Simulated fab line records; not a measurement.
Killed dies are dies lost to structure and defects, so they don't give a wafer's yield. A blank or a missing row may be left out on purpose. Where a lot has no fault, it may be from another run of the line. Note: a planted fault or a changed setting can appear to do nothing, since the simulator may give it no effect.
What tool caused it? ; flow berkeley-cmos170 ; Sampling: 14 lots, 42 wafers, 5 of 331 route steps

WHAT THE GAUGES SHOWED, per wafer
UCB170_START_THK_MEAS_03. Usual: START_OXIDE_THK typically reads 20.1 nm, with standard deviation 0.37.
lot;measured;on;START_OXIDE_THK (nm);flag
L326;day 1 14:49;film-metro-02;19.9 20.1 19.9;
L328;day 2 02:31;film-metro-02;20.4 20.3 20.4;
L330;day 2 13:24;film-metro-04;20.0 20.0 19.8;
L331;day 2 13:25;film-metro-03;20.4 20.4 20.2;
L332;day 2 20:31;film-metro-03;19.8 20.2 20.1;
L333;day 3 02:56;film-metro-04;20.2 20.5 20.8;
L335;day 3 11:17;film-metro-04;20.2 19.9 20.3;
L336;day 3 17:14;film-metro-02;20.7 20.3 20.0;
L337;day 3 22:20;film-metro-03;20.4 20.4 20.5;
L338;day 4 01:44;film-metro-04;19.9 20.3 20.0;
L345;day 5 14:38;film-metro-02;25.6 26.0 25.7;OFF
L346;day 5 18:49;film-metro-03;26.1 26.3 25.9;OFF
L347;day 6 00:40;film-metro-03;19.5 19.6 19.6;
L349;day 6 11:08;film-metro-02;20.5 20.7 20.3;

UCB170_PFIELD_OVL_MEAS_06. Usual: PFIELD_OVL typically reads 2 nm, with standard deviation 5.6.
lot;measured;on;PFIELD_OVL (nm);flag
L326;day 4 08:46;overlay-01;-5 -3 1;
L328;day 5 05:11;overlay-02;-11 -1 -9;
L330;day 5 17:37;overlay-01;5 5 3;
L331;day 5 17:21;overlay-02;0 -1 -10;
L332;day 5 17:50;overlay-02;10 0 2;
L333;day 6 05:04;overlay-01;4 7 2;
L335;day 6 05:56;overlay-01;0 6 1;
L336;day 6 18:01;overlay-01;-6 8 3;
L337;day 6 18:18;overlay-02;-2 11 0;
L338;day 7 07:04;overlay-02;0 -3 10;
L345;day 8 20:12;overlay-01;-2 -8 -3;
L346;day 8 20:30;overlay-02;8 17 13;
L347;day 9 06:59;overlay-02;-2 2 1;
L349;day 9 17:49;overlay-02;6 8 7;

UCB170_PLDD_CD_MEAS_06: target cd 1200 nm. Usual: cd-nm 1200.3 nm, standard deviation 1.5.
lot;measured;on;cd-nm (nm);flag
L326;day 6 15:24;cd-sem-02;1201.0 1201.3 1200.2;
L328;day 7 10:46;cd-sem-02;1199.1 1200.5 1199.7;
L330;day 7 18:53;cd-sem-02;1200.9 1201.2 1200.8;
L331;day 7 19:26;cd-sem-02;1200.9 1200.7 1201.5;
L332;day 7 19:13;cd-sem-02;1200.7 1202.1 1201.8;
L333;day 8 14:25;cd-sem-01;1201.7 1200.6 1202.5;
L335;day 8 13:41;cd-sem-02;1199.1 1200.3 1198.8;
L336;day 8 23:51;cd-sem-02;1202.3 1200.4 1202.2;
L337;day 8 23:47;cd-sem-01;1199.0 1199.8 1199.0;
L338;day 9 22:26;cd-sem-01;1200.5 1200.6 1201.2;
L345;day 10 22:56;cd-sem-01;1200.9 1201.4 1200.3;
L346;day 10 23:28;cd-sem-02;1199.8 1201.2 1200.6;
L347;day 11 18:08;cd-sem-02;1200.4 1200.9 1201.0;
L349;day 12 02:25;cd-sem-01;1196.5 1197.3 1195.1;

EACH LOT AND THE TOOL THAT RAN IT (in order: tool; ch and the chambers of the sampled wafers; start)
lot;UCB170_START_OXIDATION_02;UCB170_PFIELD_STRIP_08
L326;furnace-02 ch 0, day 1 13:19;plasma-asher-02 ch 0,1, day 4 08:57
L328;furnace-04 ch 0, day 2 00:59;plasma-asher-02 ch 0,1, day 5 05:23
L330;furnace-01 ch 0, day 2 11:54;plasma-asher-04 ch 0,1, day 5 17:48
L331;furnace-01 ch 0, day 2 11:54;plasma-asher-04 ch 0, day 5 17:32
L332;furnace-01 ch 0, day 2 19:00;plasma-asher-04 ch 0,1, day 5 18:02
L333;furnace-02 ch 0, day 3 01:26;plasma-asher-02 ch 0,1, day 6 05:14
L335;furnace-04 ch 0, day 3 09:47;plasma-asher-03 ch 0,1, day 6 06:08
L336;furnace-01 ch 0, day 3 15:43;plasma-asher-02 ch 0,1, day 6 18:16
L337;furnace-02 ch 0, day 3 20:48;plasma-asher-02 ch 0,1, day 6 18:31
L338;furnace-01 ch 0, day 4 00:13;plasma-asher-03 ch 0,1, day 7 07:16
L345;furnace-01 ch 0, day 5 13:08;plasma-asher-02 ch 0,1, day 8 20:23
L346;furnace-01 ch 0, day 5 17:19;plasma-asher-04 ch 0,1, day 8 20:41
L347;furnace-02 ch 0, day 5 23:10;plasma-asher-02 ch 0,1, day 9 07:11
L349;furnace-02 ch 0, day 6 09:37;plasma-asher-02 ch 0,1, day 9 18:01
- UCB170_START_OXIDATION_02: target thk 20 nm, ox time 1800 s.
- UCB170_PFIELD_STRIP_08: strips in O2.

AS READ BY THE TOOLS THEMSELVES (means over the sampled wafers that have a number; for cases with no such wafer, the mark the record gives instead)
UCB170_PFIELD_STRIP_08. Usual: drypump-motor-current-A 6.1 A, standard deviation 0.36; oes-product-au 0.734 a.u., standard deviation 0.0048; strip-time-to-endpoint-s 21.64 s, standard deviation 0.061.
lot;tool;drypump-motor-current-A (A);oes-product-au (a.u.);strip-time-to-endpoint-s (s);flag
L326;plasma-asher-02;6.2;0.737;21.65;
L328;plasma-asher-02;6.3;0.736;21.66;
L330;plasma-asher-04;5.8;0.740;21.67;
L331;plasma-asher-04;6.4;0.732;21.64;
L332;plasma-asher-04;6.1;0.731;21.58;
L333;plasma-asher-02;6.3;0.735;21.62;
L335;plasma-asher-03;5.6;0.734;21.68;
L336;plasma-asher-02;6.2;0.734;21.62;
L337;plasma-asher-02;6.3;0.736;21.59;
L338;plasma-asher-03;5.7;0.735;21.59;
L345;plasma-asher-02;6.3;0.738;21.65;
L346;plasma-asher-04;6.1;0.732;21.61;
L347;plasma-asher-02;6.3;0.734;21.58;
L349;plasma-asher-02;6.2;0.735;21.60;

THE ANSWER, worked out from the rows above alone
Rule: lot off if the mean of its wafers having a number is beyond 3 standard deviations from the usual mean. A lot without any number at a reading at which 4 lots or more have one is off too. Any other lot the step has rows for is counted as sound. Order of review: gauges by route order, followed by the tools' own readings, for which a lot's mean as printed above is used. At the first step where some lot is off, the reading lying furthest off is the one used; lots without a number count as furthest.
Off: L345, L346, at UCB170_START_THK_MEAS_03 (START_OXIDE_THK).
If a tool, at a process step before that reading, ran all the lots that are off and no sound lot after the first of them, it fits. Those tools and the gauges at UCB170_START_THK_MEAS_03 are tried in the same way. One fits: UCB170_START_OXIDATION_02 on furnace-01. A fault onset in the window from L338 (day 4 00:13, its last sound lot) to L345 (day 5 13:08, its first lot off) fits.

WHAT THE SIMULATOR PUT IN
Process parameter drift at UCB170_START_OXIDATION_02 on furnace-01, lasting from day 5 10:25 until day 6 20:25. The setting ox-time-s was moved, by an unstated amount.
Struck lots among those shown: L345, L346. The rule above reached the same finding.
